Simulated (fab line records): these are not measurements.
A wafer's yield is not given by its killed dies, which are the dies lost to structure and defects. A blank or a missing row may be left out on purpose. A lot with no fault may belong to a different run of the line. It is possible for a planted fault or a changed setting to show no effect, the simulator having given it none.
fab line records | flow berkeleyCmos170 | part 2 of 2: steps 25 to 32 of 32
record: lots: 5 wafers: 15 lastDay: 12
route steps=331 shown CONTACT@220 M1@238
lots with no fault: from the same line, run without faults
startH: the number of hours between the record's first day and the start of the first shown wafer of the lot | waitH: hours since the lot's step before | " same as the row above | L1.1+2: several wafers, shown together as one row | - value missing, or start not given | * or withheld: withheld | < > ~ a bound
route shown NAME@n: NAME is a module with steps in the file, n the number in the route of the first one | usual: mean/standard deviation taken from wafers without a fault | same: alike in all rows | chamber/n: place in a boat | sites: the reading at each site | _std_site: the values' standard deviation | _edge_site: outer sites' mean less inner sites' | radiusMm: for every site, how far away it sits from the centre of the wafer | mask NAME#n: copy n | behind: tool/chamber where the wafer was last shaped | hold: what put the lot on hold/how long, in hours/how the hold closed | device: transistor that didn't switch, given as n, p or np | end of line: at the end of the route, the tests of the same wafers | a step given without rows: its recipe and nothing more | killed: not the wafer's yield, but the dies lost to structure and defects at the first sort | map: the dies of a wafer, with x for killed, . for not killed, _ for no die there
set.NAME: the setting that was run; set.NAME@STEP: the one run at that earlier step | model.NAME: the simulator's own value behind a step, which no gauge read
lots seen at some steps along the route; tables by step, rows by wafer
services: the hour from which a tool's chamber was out of use, counted from the record's first day as startH (under 0 if before that day), plus the number of hours and why
== steps ==
step: UCB170_M1_EXPOSE_06
recipe: maskId: METAL1 targetCdNm: 700 na: 0.5 sigmaOuter: 0.6 sourceShape: conventional doseMj: 21
columns lot.wafer tool chamber startH waitH mask
L080.3+4+5 krfScanner-01 0 176.44 - METAL1#0
L081.1+3+5 krfScanner-01 0 193.75 - METAL1#0
L084.1+3+5 krfScanner-02 0 195.62 - METAL1#0
L090.2+5+6 krfScanner-02 0 219.93 - METAL1#0
L096.1+5+6 krfScanner-01 0 269.66 - METAL1#0
step: UCB170_M1_PEB_07
recipe: pebTempC: 130 pebTimeS: withheld resist: KrF
usual: chillPlateTempC: 22.99/0.11 plateTempC: 129.97/0.13
columns lot.wafer tool chamber startH waitH chillPlateTempC plateTempC
L080.3 lithoTrack-03 0 176.56 0.1 23.28 129.98
L080.4 " 0 " " 23.22 130.04
L080.5 " 0 " " 23.14 129.99
L081.1 lithoTrack-02 0 193.87 0.1 23.08 130.03
L081.3 " 0 " " 23.10 130.07
L081.5 " 0 " " 22.90 129.98
L084.1 lithoTrack-03 0 195.75 0.1 23.05 130.06
L084.3 " 0 " " 23.18 130.21
L084.5 " 0 " " 22.93 129.81
L090.2 lithoTrack-01 0 220.25 0.3 22.87 130.04
L090.5 " 0 " " 22.93 129.94
L090.6 " 0 " " 22.85 130.18
L096.1 lithoTrack-03 0 270.59 0.9 22.97 130.15
L096.5 " 0 " " 23.05 130.04
L096.6 " 0 " " 23.05 130.21
step: UCB170_M1_DEVELOP_08
recipe: developer: TMAH developTimeS: 45 resist: KrF devTempC: 21
usual: chillPlateTempC: 22.99/0.11 developerTempC: 20.97/0.11
columns lot.wafer tool chamber startH waitH chillPlateTempC developerTempC
L080.3 lithoTrack-03 0 - - 22.98 20.88
L080.4 " 0 " " 23.03 20.83
L080.5 " 0 " " 23.10 21.05
L081.1 lithoTrack-02 0 - - 22.98 20.99
L081.3 " 0 " " 23.09 21.13
L081.5 " 0 " " 22.98 20.91
L084.1 lithoTrack-03 0 - - 23.02 21.15
L084.3 " 0 " " 23.20 20.99
L084.5 " 0 " " 23.00 20.96
L090.2 lithoTrack-01 0 - - 23.06 21.01
L090.5 " 0 " " 23.04 21.08
L090.6 " 0 " " 22.83 21.18
L096.1 lithoTrack-03 0 - - 23.04 21.11
L096.5 " 0 " " 22.98 21.02
L096.6 " 0 " " 22.89 20.93
step: UCB170_M1_CD_MEAS_09
recipe: targetCdNm: 700
usual: cdNm: 699.9/1.2
columns lot.wafer tool chamber startH waitH cdNm
L080.3 cdSem-01 - 176.83 - 698.1
L080.4 " - " " 698.3
L080.5 " - " " 698.7
L081.1 cdSem-01 - 194.14 - 699.7
L081.3 " - " " 699.5
L081.5 " - " " 699.5
L084.1 cdSem-02 - 196.03 - 699.2
L084.3 " - " " 701.0
L084.5 " - " " 700.8
L090.2 cdSem-01 - 220.52 - 701.5
L090.5 " - " " 703.0
L090.6 " - " " 703.6
L096.1 cdSem-02 - 270.87 - 699.7
L096.5 " - " " 700.5
L096.6 " - " " 699.7
step: UCB170_M1_OVL_MEAS_10
usual: M1_OVL: 2/4.9
columns lot.wafer tool chamber startH waitH M1_OVL[nm]
L080.3 overlay-02 - 176.92 0.1 10
L080.4 " - " " 7
L080.5 " - " " 3
L081.1 overlay-02 - 194.26 0.1 3
L081.3 " - " " 7
L081.5 " - " " 5
L084.1 overlay-02 - 196.15 0.1 6
L084.3 " - " " 5
L084.5 " - " " 1
L090.2 overlay-01 - 220.63 0.1 -1
L090.5 " - " " 7
L090.6 " - " " 5
L096.1 overlay-02 - 270.99 0.1 11
L096.5 " - " " 6
L096.6 " - " " 3
step: UCB170_M1_ETCH_11
recipe: chemistry: N2/H2 targetDepthA: withheld overetchA: withheld target: BARC timeS: withheld sourceW: 500 biasW: 100 pressureMtorr: 30 n2FlowSccm: 100 h2FlowSccm: 200
usual: drypumpMotorCurrentA: 5.5/0.53 h2FlowSccm: 199.8/0.63 oesProductAu: 0.998/0.014 throttleValvePct: 13.29/0.15
columns lot.wafer tool chamber startH waitH drypumpMotorCurrentA h2FlowSccm oesProductAu throttleValvePct
L080.3 rieDiel-03 0 176.94 0.0 6.0 199.7 0.982 13.34
L080.4 " 1 " " 5.1 201.2 0.994 13.50
L080.5 " 3 " " 4.9 200.5 0.980 13.13
L081.1 rieDiel-04 0 194.30 0.0 6.4 199.6 0.991 13.28
L081.3 " 1 " " 5.2 199.4 1.031 13.45
L081.5 " 0 " " 6.4 199.5 1.001 13.28
L084.1 rieDiel-03 3 196.19 0.0 4.9 200.0 0.992 13.11
L084.3 " 1 " " 5.0 198.7 1.000 13.46
L084.5 " 2 " " 5.7 201.2 1.008 13.38
L090.2 rieDiel-04 3 220.66 0.0 5.4 200.5 1.003 13.30
L090.5 " 1 " " 5.2 200.3 1.022 13.47
L090.6 " 2 " " 4.8 200.2 0.969 13.00
L096.1 rieDiel-03 3 271.03 0.0 5.0 199.5 0.991 13.14
L096.5 " 2 " " 5.7 199.4 1.008 13.37
L096.6 " 3 " " 5.0 199.2 0.994 13.13
step: UCB170_M1_METAL_ETCH_12
recipe: chemistry: Cl2/BCl3 target: Al stopOn: PSG pressureMtorr: 12 targetDepthA: 7800 overEtchFrac: 0.3 timeS: 130 icpW: 600 biasW: 120 Cl2_flow_sccm: 90 bcl3FlowSccm: 45
usual: drypumpMotorCurrentA: 5.6/0.35 oesProductAu: 0.863/0.014 throttleValvePct: 24.26/0.23
columns lot.wafer tool chamber startH waitH drypumpMotorCurrentA oesProductAu rfHoursCounterH throttleValvePct
L080.3 rieMetal-03 0 177.03 - 6.0 0.879 - 24.59
L080.4 " 1 " " 5.5 0.878 - 23.88
L080.5 " 1 " " 5.5 0.871 - 23.87
L081.1 rieMetal-04 0 194.34 - 6.0 0.871 12 24.43
L081.3 " 0 " " 6.0 0.856 - 24.42
L081.5 " 0 " " 6.1 0.874 - 24.43
L084.1 rieMetal-03 0 196.23 - 6.0 0.878 6 24.59
L084.3 " 0 " " 6.0 0.883 - 24.59
L084.5 " 0 " " 6.0 0.877 - 24.59
L090.2 rieMetal-04 1 220.70 - 5.3 0.854 3 24.31
L090.5 " 0 " " 6.1 0.851 - 24.43
L090.6 " 1 " " 5.3 0.865 - 24.31
L096.1 rieMetal-04 1 271.07 - 5.3 0.871 5 24.32
L096.5 " 0 " " 6.1 0.860 - 24.48
L096.6 " 1 " " 5.4 0.862 - 24.32
step: UCB170_M1_STRIP_13
recipe: chemistry: O2 powerW: 400 pressureMtorr: 3500 platenTempC: withheld o2FlowSccm: 400 overashFraction: 0.5
usual: drypumpMotorCurrentA: 5.94/0.28 oesProductAu: 0.720/0.0045
columns lot.wafer tool chamber startH waitH drypumpMotorCurrentA oesProductAu rfHoursCounterH
L080.3 plasmaAsher-02 0 177.15 0.1 5.56 0.716 -
L080.4 " 1 " " 5.92 0.718 -
L080.5 " 0 " " 5.55 0.721 -
L081.1 plasmaAsher-04 1 194.48 0.1 6.44 0.723 7
L081.3 " 1 " " 6.46 0.717 -
L081.5 " 1 " " 6.46 0.731 -
L084.1 plasmaAsher-03 0 196.49 0.2 5.78 0.725 52
L084.3 " 0 " " 5.76 0.719 -
L084.5 " 1 " " 5.89 0.717 -
L090.2 plasmaAsher-04 0 220.83 0.1 5.86 0.721 10
L090.5 " 0 " " 5.85 0.726 -
L090.6 " 1 " " 6.45 0.718 -
L096.1 plasmaAsher-03 0 271.20 0.1 5.80 0.717 61
L096.5 " 0 " " 5.77 0.713 -
L096.6 " 1 " " 5.90 0.724 -
== services ==
columns tool chamber startH hours kind
rieDiel-01 - 158.29 56.2 repair
plasmaAsher-04 - 164.98 2.8 pm
rieDiel-04 - 166.65 14.6 pm
rieMetal-03 - 166.82 2.8 pm
rieMetal-03 1 171.61 4.2 repair
rieDiel-01 - 172.93 19.7 repair
pvdSputter-02 - 177.46 4.4 repair
rieDiel-02 0 184.75 11.8 repair
krfScanner-02 - 190.06 1.0 pm
pvdSputter-04 - 191.15 1.4 repair
rieDiel-04 2 204.47 5.6 repair
rieDiel-04 2 211.78 6.0 repair
lithoTrack-02 - 212.70 - consumableReplace:filter
rieDiel-01 - 219.29 0.7 repair
rieDiel-01 2 229.54 2.3 repair
krfScanner-01 - 231.08 0.3 repair
krfScanner-02 - 239.15 0.8 pm
plasmaAsher-02 - 239.56 0.5 repair
krfScanner-01 - 241.98 1.0 pm
krfScanner-01 - 252.67 0.3 repair
krfScanner-01 - 256.18 1.3 pm
plasmaAsher-02 - 261.21 2.8 pm
plasmaAsher-01 - 262.12 0.9 repair
pvdSputter-04 - 266.75 4.4 repair
